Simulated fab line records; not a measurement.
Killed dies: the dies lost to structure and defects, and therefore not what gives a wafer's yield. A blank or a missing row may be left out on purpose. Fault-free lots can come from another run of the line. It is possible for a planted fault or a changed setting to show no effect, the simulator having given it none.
fab line records | flow rit_cmos
[record] lots = 6 wafers = 18 last_day = 7
route steps=202 shown PSD@150 SDANNEAL@153 NSD@158 PLDD@159 NLDD@160 SILICIDE@161 M1@202
lots that met no fault: taken from a fault-free run of the same line
start_h: hours from the record's opening day to when the first of the lot's shown wafers began | wait_h: hours elapsed since this lot's preceding step | " unchanged from the row above | L1.1+2: several wafers, shown together as one row | - no value present, or no start provided | * or withheld: withheld | < > ~ a bound
route shown NAME@n: NAME is a module with steps in the file, n the number in the route of the first one | usual: mean and standard deviation over wafers with no fault | same: alike in all rows | chamber/n: place in a boat | sites: readings site by site | _std_site: their standard deviation | _edge_site: mean of outer sites minus mean of inner sites | radius_mm: how far each site lies from the wafer's centre | mask NAME#n: copy n | behind: the tool/chamber that last shaped the wafer | hold: what put the lot on hold/how long, in hours/how the hold closed | device: which transistor (n, p or np) failed to switch | end of line: the same wafers' tests at the end of the route | step lacking rows: just its recipe | killed: dies lost to structure and defects at the first sort, not the wafer's yield | map: per-die view of a wafer (x killed, . not killed, _ where there is no die)
set.NAME: the setting that was run; set.NAME@STEP: the one run at that earlier step | model.NAME: the simulator's own value behind a step, which no gauge read
lots at some steps of the route; a table a step, a row a wafer
services: from which hour (start_h, from the record's first day; less than 0 if before it) a tool's chamber was out of use, for how many hours, and why
[[steps]]
[step RIT_PSD_IMPLANT_08]
[recipe] species = BF2 energy_kev = 27 dose_cm2 = 4.93e+15 tilt_deg = 7
[step RIT_PSD_STRIP_09]
[recipe] chemistry = O2 time_s = 180 resist = NOVOLAK platen_temp_c = withheld power_w = 500 pressure_mtorr = 4000 o2_flow_sccm = 4000
[usual] drypump_motor_current_A = 5.3/0.4
// columns lot.wafer tool chamber start_h wait_h drypump_motor_current_A rf_hours_counter_h
L806.2 plasma_asher-04 0 55.39 0.1 5.6 22
L806.5 " 1 " " 5.5 -
L806.6 " 0 " " 5.6 -
L809.1 plasma_asher-01 0 70.53 0.1 5.4 44
L809.3 " 1 " " 4.8 -
L809.5 " 1 " " 4.8 -
L814.1 plasma_asher-04 1 98.98 0.1 5.5 25
L814.2 " 0 " " 5.6 25
L814.5 " 1 " " 5.5 -
L818.1 plasma_asher-01 1 117.63 0.1 4.8 51
L818.2 " 0 " " 5.4 51
L818.6 " 1 " " 4.8 -
L820.2 plasma_asher-03 1 124.24 0.1 5.9 51
L820.3 " 1 " " 5.9 -
L820.4 " 0 " " 5.0 -
L827.1 plasma_asher-03 1 161.36 0.1 6.0 54
L827.3 " 0 " " 4.9 -
L827.6 " 1 " " 5.9 -
[step RIT_PSD_TW_MEAS_10]
[usual] PSD_TW = 3437/24
// columns lot.wafer tool chamber start_h wait_h PSD_TW
L806.2 film_metro-04 - 55.57 0.1 3460
L806.5 " - " " 3450
L806.6 " - " " 3450
L809.1 film_metro-02 - 70.71 0.1 3402
L809.3 " - " " 3391
L809.5 " - " " 3411
L814.1 film_metro-03 - 99.16 0.1 3451
L814.2 " - " " 3448
L814.5 " - " " 3451
L818.1 film_metro-04 - 117.81 0.1 3437
L818.2 " - " " 3414
L818.6 " - " " 3451
L820.2 film_metro-03 - 124.42 0.1 3453
L820.3 " - " " 3468
L820.4 " - " " 3446
L827.1 film_metro-02 - 161.53 0.1 3403
L827.3 " - " " 3409
L827.6 " - " " 3407
[step RIT_SDANNEAL_CLEAN_00]
[recipe] chemistry = SC1 mix = 3:3:50 time_s = 600 temp_c = 75
[step RIT_SDANNEAL_CLEAN_01]
[recipe] chemistry = dHF dilution = 50:1 time_s = 29.45
[step RIT_SDANNEAL_CLEAN_02]
[recipe] chemistry = SC2 mix = 3:3:50 time_s = 600 temp_c = 75 dry = n2_spin
[step RIT_SDANNEAL_RTA_03]
[recipe] temp_c = 1050 time_s = 5 idle_temp_c = 600 ramp_up_c_per_s = 342 ramp_down_c_per_s = 171 cool_to_c = 600 ambient = N2
[usual] ramp_up_c_per_s = 342.00/0.064 wafer_temp_C_max = 1053.5/1.2
// columns lot.wafer tool chamber start_h wait_h ramp_up_c_per_s wafer_temp_C_max
L806.2 rtp_anneal-02 0 56.03 0.0 341.90 1054.7
L806.5 " 0 " " 341.97 1055.2
L806.6 " 0 " " 342.00 1053.7
L809.1 rtp_anneal-01 0 71.14 0.0 342.08 1056.0
L809.3 " 0 " " 341.98 1051.1
L809.5 " 0 " " 342.02 1055.7
L814.1 rtp_anneal-02 0 99.58 0.0 342.03 1053.2
L814.2 " 0 " " 342.04 1053.0
L814.5 " 0 " " 342.00 1053.8
L818.1 rtp_anneal-02 0 118.23 0.0 342.07 1052.6
L818.2 " 0 " " 341.98 1052.4
L818.6 " 0 " " 341.94 1053.4
L820.2 rtp_anneal-02 0 124.92 0.0 342.09 1055.6
L820.3 " 0 " " 342.03 1055.1
L820.4 " 0 " " 342.00 1053.0
L827.1 rtp_anneal-01 0 161.99 0.0 341.95 1054.3
L827.3 " 0 " " 342.09 1053.6
L827.6 " 0 " " 341.94 1052.0
[step RIT_SDANNEAL_RS_MEAS_04]
[recipe] thk_meas_gauge = four-point-probe
[usual] PSD_RS = 116.1/0.3
// columns lot.wafer tool chamber start_h wait_h PSD_RS[ohm/sq]
L806.2 film_metro-03 - 56.10 0.1 116.5
L806.5 " - " " 116.4
L806.6 " - " " 116.3
L809.1 film_metro-04 - 71.25 0.1 116.3
L809.3 " - " " 116.0
L809.5 " - " " 116.0
L814.1 film_metro-03 - 99.64 0.0 116.7
L814.2 " - " " 116.5
L814.5 " - " " 116.7
L818.1 film_metro-03 - 118.29 0.0 116.4
L818.2 " - " " 116.1
L818.6 " - " " 116.1
L820.2 film_metro-02 - 124.99 0.1 116.0
L820.3 " - " " 116.1
L820.4 " - " " 116.6
L827.1 film_metro-03 - 162.05 0.0 116.0
L827.3 " - " " 116.5
L827.6 " - " " 116.0
[step RIT_SDANNEAL_RS_MEAS_05]
[recipe] thk_meas_gauge = four-point-probe
[usual] NSD_RS = 84.5/0.33
// columns lot.wafer tool chamber start_h wait_h NSD_RS[ohm/sq]
L806.2 film_metro-03 - 56.22 0.1 84.7
L806.5 " - " " 84.8
L806.6 " - " " 85.1
L809.1 film_metro-04 - 71.37 0.1 84.6
L809.3 " - " " 84.5
L809.5 " - " " 84.4
L814.1 film_metro-03 - 99.76 0.1 84.6
L814.2 " - " " 84.6
L814.5 " - " " 84.9
L818.1 film_metro-03 - 118.41 0.1 84.7
L818.2 " - " " 84.5
L818.6 " - " " 84.7
L820.2 film_metro-02 - 125.11 0.1 84.5
L820.3 " - " " 84.2
L820.4 " - " " 84.4
L827.1 film_metro-03 - 162.17 0.1 85.2
L827.3 " - " " 84.9
L827.6 " - " " 85.2
[step RIT_SDANNEAL_RS_MEAS_06]
[recipe] thk_meas_gauge = four-point-probe
[usual] PLDD_RS = 178.7/0.54
// columns lot.wafer tool chamber start_h wait_h PLDD_RS[ohm/sq]
L806.2 film_metro-03 - 56.34 0.1 178.7
L806.5 " - " " 179.1
L806.6 " - " " 179.3
L809.1 film_metro-04 - 71.49 0.1 179.9
L809.3 " - " " 179.6
L809.5 " - " " 179.2
L814.1 film_metro-03 - 99.88 0.1 179.5
L814.2 " - " " 179.0
L814.5 " - " " 179.7
L818.1 film_metro-03 - 118.53 0.1 178.4
L818.2 " - " " 178.3
L818.6 " - " " 178.3
L820.2 film_metro-02 - 125.23 0.1 178.4
L820.3 " - " " 178.6
L820.4 " - " " 178.9
L827.1 film_metro-03 - 162.29 0.1 179.2
L827.3 " - " " 178.9
L827.6 " - " " 178.7
[step RIT_SDANNEAL_RS_MEAS_07]
[recipe] thk_meas_gauge = four-point-probe
[usual] NLDD_RS = 151.6/0.58
// columns lot.wafer tool chamber start_h wait_h NLDD_RS[ohm/sq]
L806.2 film_metro-03 - 56.46 0.1 151.8
L806.5 " - " " 151.9
L806.6 " - " " 151.8
L809.1 film_metro-04 - 71.61 0.1 151.3
L809.3 " - " " 151.5
L809.5 " - " " 151.2
L814.1 film_metro-03 - 100.00 0.1 152.8
L814.2 " - " " 152.6
L814.5 " - " " 151.8
L818.1 film_metro-03 - 118.65 0.1 151.4
L818.2 " - " " 151.4
L818.6 " - " " 151.2
L820.2 film_metro-02 - 125.35 0.1 150.7
L820.3 " - " " 151.3
L820.4 " - " " 151.1
L827.1 film_metro-03 - 162.41 0.1 151.6
L827.3 " - " " 151.7
L827.6 " - " " 152.3
[step RIT_SILICIDE_WET_ETCH_00]
[recipe] chemistry = BOE target = SiO2 target_depth_nm = 14 time_s = 15 dry = n2_spin dilution = 10:1 temp_c = 21.5
[step RIT_SILICIDE_SPUTTER_01]
[recipe] material = Ti target_thk_nm = 30 power_w = 350 chamber_pressure_pa = 0.667 gas = Ar time_s = 240 substrate_temp_c = 25
[usual] throttle_valve_pct = 29.9/0.91
// columns lot.wafer tool chamber start_h wait_h throttle_valve_pct model.Ti_of_SILICIDE_SPUTTER_01.thk_nm
L806.2 pvd_sputter-03 - 56.57 0.0 30.8 30.53
L806.5 " - " " 30.7 30.66
L806.6 " - " " 30.1 30.38
L809.1 pvd_sputter-04 - 71.76 0.0 28.7 29.77
L809.3 " - " " 31.6 29.42
L809.5 " - " " 29.1 29.89
L814.1 pvd_sputter-03 - 100.14 0.0 29.0 30.68
L814.2 " - " " 30.6 30.44
L814.5 " - " " 28.9 30.53
L818.1 pvd_sputter-03 - 118.79 0.0 30.6 27.65
L818.2 " - " " 29.1 30.51
L818.6 " - " " 29.7 30.26
L820.2 pvd_sputter-03 - 125.46 0.0 30.6 27.22
L820.3 " - " " 28.7 30.06
L820.4 " - " " 29.8 29.82
L827.1 pvd_sputter-04 - 162.54 0.0 28.9 29.83
L827.3 " - " " 30.3 29.66
L827.6 " - " " 29.0 29.8
[step RIT_SILICIDE_RS_MEAS_02]
[recipe] thk_meas_gauge = four-point-probe reads = Ti_of_SILICIDE_SPUTTER_01
[usual] SILICIDE_TI_RS = 47.8/0.75
// columns lot.wafer tool chamber start_h wait_h hold SILICIDE_TI_RS[ohm/sq]
L806.2 film_metro-01 - 56.74 0.1 - 46.8
L806.5 " - " " - 46.6
L806.6 " - " " - 47.2
L809.1 film_metro-03 - 71.91 0.1 - 48.5
L809.3 " - " " - 49.2
L809.5 " - " " - 48.3
L814.1 film_metro-01 - 100.29 0.1 - 46.6
L814.2 " - " " - 46.9
L814.5 " - " " - 46.8
L818.1 film_metro-01 - 118.94 0.1 await_dispo/0.2h/release 53.0
L818.2 " - " " await_dispo/0.2h/release 46.7
L818.6 " - " " await_dispo/0.2h/release 47.4
L818.1 film_metro-01 - 119.22 0.3 - 53.5
L818.2 " - " " - 47.1
L818.6 " - " " - 47.7
L820.2 film_metro-03 - 125.63 0.1 await_dispo/0.2h/release 54.3
L820.3 " - " " await_dispo/0.2h/release 47.8
L820.4 " - " " await_dispo/0.2h/release 48.2
L820.2 film_metro-03 - 125.92 0.3 - 54.7
L820.3 " - " " - 48.2
L820.4 " - " " - 48.7
L827.1 film_metro-03 - 162.69 0.1 - 48.3
L827.3 " - " " - 48.6
L827.6 " - " " - 48.3
[step RIT_SILICIDE_THK_MEAS_03]
[recipe] thk_meas_gauge = xrf reads = Ti_of_SILICIDE_SPUTTER_01
[usual] SILICIDE_TI_THK = 29.6/0.43
// columns lot.wafer tool chamber start_h wait_h hold SILICIDE_TI_THK[nm]
L806.2 film_metro-01 - 56.85 0.1 - 30.5
L806.5 " - " " - 30.6
L806.6 " - " " - 30.3
L809.1 film_metro-03 - 72.03 0.1 - 29.1
L809.3 " - " " - 28.7
L809.5 " - " " - 29.0
L814.1 film_metro-01 - 100.41 0.1 - 30.1
L814.2 " - " " - 30.1
L814.5 " - " " - 30.1
L818.1 film_metro-01 - 126.18 6.9 await_dispo/0.2h/release 27.3
L818.2 " - " " await_dispo/0.2h/release 30.0
L818.6 " - " " await_dispo/0.2h/release 29.9
L818.1 film_metro-01 - 126.41 0.2 - 27.3
L818.2 " - " " - 30.2
L818.6 " - " " - 29.9
L820.2 film_metro-03 - 128.78 2.8 await_dispo/0.2h/release 26.7
L820.3 " - " " await_dispo/0.2h/release 29.4
L820.4 " - " " await_dispo/0.2h/release 29.2
L820.2 film_metro-03 - 129.00 0.2 - 26.6
L820.3 " - " " - 29.4
L820.4 " - " " - 29.2
L827.1 film_metro-03 - 162.81 0.1 - 29.4
L827.3 " - " " - 29.2
L827.6 " - " " - 29.4
[step RIT_SILICIDE_RTA_04]
[recipe] temp_c = 650 time_s = 10 idle_temp_c = 25 ramp_up_s = 5 ramp_down_s = 5 cool_to_c = 25 ambient = N2
[usual] wafer_temp_C_max = 654.9/1.1
// columns lot.wafer tool chamber start_h wait_h hold wafer_temp_C_max
L806.2 rtp_anneal-01 0 56.92 0.1 - 654.9
L806.5 " 0 " " - 654.2
L806.6 " 0 " " - 654.6
L809.1 rtp_anneal-02 0 72.09 0.1 - 655.4
L809.3 " 0 " " - 655.3
L809.5 " 0 " " - 656.7
L814.1 rtp_anneal-01 0 100.47 0.1 - 655.1
L814.2 " 0 " " - 653.7
L814.5 " 0 " " - 654.3
L818.1 rtp_anneal-01 0 128.00 1.6 await_dispo/1.5h/release 655.2
L818.2 " 0 " " await_dispo/1.5h/release 655.6
L818.6 " 0 " " await_dispo/1.5h/release 655.9
L820.2 rtp_anneal-01 0 131.71 2.7 await_dispo/2.6h/release 655.0
L820.3 " 0 " " await_dispo/2.6h/release 654.0
L820.4 " 0 " " await_dispo/2.6h/release 653.2
L827.1 rtp_anneal-02 0 162.87 0.1 - 654.8
L827.3 " 0 " " - 654.6
L827.6 " 0 " " - 653.7
[step RIT_M1_PROBE_99]
[usual] killed_at_front_end = 6.6/2.9 killed_dies = 6.6/3 killed_open = 3.4/2 killed_short = 3.2/2
[same] gross_dies = 264 killed_at_M0_to_M3 = 0 killed_at_M4_up = 0 killed_at_back_side = 0 killed_at_contacts = 0 killed_at_other = 0
// columns lot.wafer tool chamber start_h wait_h killed_at_front_end killed_dies killed_open killed_short
L806.2 prober-02 - 63.62 0.1 6 6 3 3
L806.5 prober-02 - 63.77 0.2 4 4 2 2
L806.6 prober-02 - 63.82 0.2 7 7 4 3
L809.1 prober-02 - 78.77 0.1 5 5 2 3
L809.3 prober-02 - 78.87 0.2 4 4 3 1
L809.5 prober-02 - 78.97 0.2 7 7 2 5
L814.1 prober-01 - 106.95 0.1 6 6 3 3
L814.2 prober-01 - 107.00 0.1 10 10 5 5
L814.5 prober-01 - 107.15 0.2 3 3 2 1
L818.1 prober-01 - 134.50 0.1 5 5 2 3
L818.2 prober-01 - 134.55 0.1 4 4 3 1
L818.6 prober-01 - 134.75 0.2 3 3 2 1
L820.2 prober-01 - 138.44 0.1 6 6 2 4
L820.3 prober-01 - 138.49 0.2 5 5 4 1
L820.4 prober-01 - 138.54 0.2 4 4 1 3
L827.1 prober-02 - 169.31 0.1 6 6 1 5
L827.3 prober-02 - 169.41 0.2 9 9 2 7
L827.6 prober-02 - 169.56 0.2 8 8 3 5
// killed by level:class
L806.2 FOX1:geometric_particle:open=1 GATE:geometric_particle:short=1 SPACER:geometric_particle:open=1 SPACER:geometric_particle:short=1 SILICIDE:geometric_particle:open=1 SILICIDE:geometric_particle:short=1
L806.5 FOX1:geometric_particle:open=2 GATE:geometric_particle:short=2
L806.6 FOX1:geometric_particle:open=2 GATE:geometric_particle:short=2 FOX1:geometric_particle:short=1 FOX2:geometric_particle:open=1 SPACER:geometric_particle:open=1
L809.1 GATE:geometric_particle:short=2 FOX1:geometric_particle:short=1 GATE:geometric_particle:open=1 REOX:geometric_particle:open=1
L809.3 FOX2:geometric_particle:open=2 ACTIVE:geometric_particle:short=1 GATE:geometric_particle:open=1
L809.5 GATE:geometric_particle:short=2 FOX1:geometric_particle:short=1 FOX2:geometric_particle:open=1 GATE:geometric_particle:open=1 SPACER:geometric_particle:short=1 SILICIDE:geometric_particle:short=1
L814.1 GATE:geometric_particle:short=3 GATE:geometric_particle:open=2 SILICIDE:geometric_particle:open=1
L814.2 GATE:geometric_particle:short=2 SILICIDE:geometric_particle:open=2 FOX1:geometric_particle:open=1 FOX1:geometric_particle:short=1 GATE:geometric_particle:open=1 REOX:geometric_particle:short=1 REOX:geometric_particle:open=1 SILICIDE:geometric_particle:short=1
L814.5 REOX:geometric_particle:open=2 REOX:geometric_particle:short=1
L818.1 GATE:geometric_particle:short=3 GATE:geometric_particle:open=1 SILICIDE:geometric_particle:open=1
L818.2 REOX:geometric_particle:open=2 SPACER:geometric_particle:short=1 SPACER:geometric_particle:open=1
L818.6 SPACER:geometric_particle:open=2 FOX1:geometric_particle:short=1
L820.2 GATE:geometric_particle:open=2 GATE:geometric_particle:short=2 REOX:geometric_particle:short=1 SPACER:geometric_particle:short=1
L820.3 GATE:geometric_particle:open=2 FOX1:geometric_particle:open=1 GATE:geometric_particle:short=1 REOX:geometric_particle:open=1
L820.4 SILICIDE:geometric_particle:short=2 SPACER:geometric_particle:short=1 SILICIDE:geometric_particle:open=1
L827.1 GATE:geometric_particle:short=2 FOX2:geometric_particle:short=1 GATE:geometric_particle:open=1 SPACER:geometric_particle:short=1 SILICIDE:geometric_particle:short=1
L827.3 GATE:geometric_particle:short=2 ACTIVE:geometric_particle:short=1 FOX2:geometric_particle:open=1 FOX2:geometric_particle:short=1 GATE:geometric_particle:open=1 REOX:geometric_particle:short=1 SPACER:geometric_particle:short=1 SILICIDE:geometric_particle:short=1
L827.6 GATE:geometric_particle:short=3 FOX1:geometric_particle:short=1 FOX1:geometric_particle:open=1 REOX:geometric_particle:open=1 SPACER:geometric_particle:open=1 SILICIDE:geometric_particle:short=1
[[services]]
// columns tool chamber start_h hours kind
plasma_asher-04 - 33.20 1.2 repair
pvd_sputter-03 - 64.77 0.5 repair
plasma_asher-03 - 68.20 8.0 repair
plasma_asher-04 - 69.16 10.0 pm
plasma_asher-01 - 90.33 1.3 repair
plasma_asher-04 - 95.39 2.0 repair
[[key]]
[first_sign] step = RIT_SILICIDE_RS_MEAS_02 reading = visit direction = added
[effect] step = RIT_SILICIDE_RS_MEAS_02 reading = SILICIDE_TI_RS direction = up sigmas = 7.8 usual = 47.8 struck = 53.6
[effect] step = RIT_SILICIDE_THK_MEAS_03 reading = visit direction = added
[effect] step = RIT_SILICIDE_THK_MEAS_03 reading = SILICIDE_TI_THK direction = down sigmas = 6.1 usual = 29.6 struck = 27.0
[model_effect] step = RIT_SILICIDE_SPUTTER_01 value = Ti_of_SILICIDE_SPUTTER_01.thk_nm without = 30.43 struck = 27.43
met_at RIT_SILICIDE_SPUTTER_01
struck_wafers L818.1,L820.2
tester_left_out L818,L820
onset_between 100.14 118.79
[fault] kind = process_parameter_drift tool = pvd_sputter-03 chamber = - onset_h = 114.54 steps = RIT_SILICIDE_SPUTTER_01 channel = target_thk_nm offset = -3 shape = step end_h = 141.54 stated = 30 scope = struck_wafers_only
// tester_left_out: of these lots the tester's yield and bins aren't shown, on N5 and GAA mostly nor the transistor test; their killed dies are dies lost to structure and defects alone, not to doping, threshold or leakage, so they don't give the yield
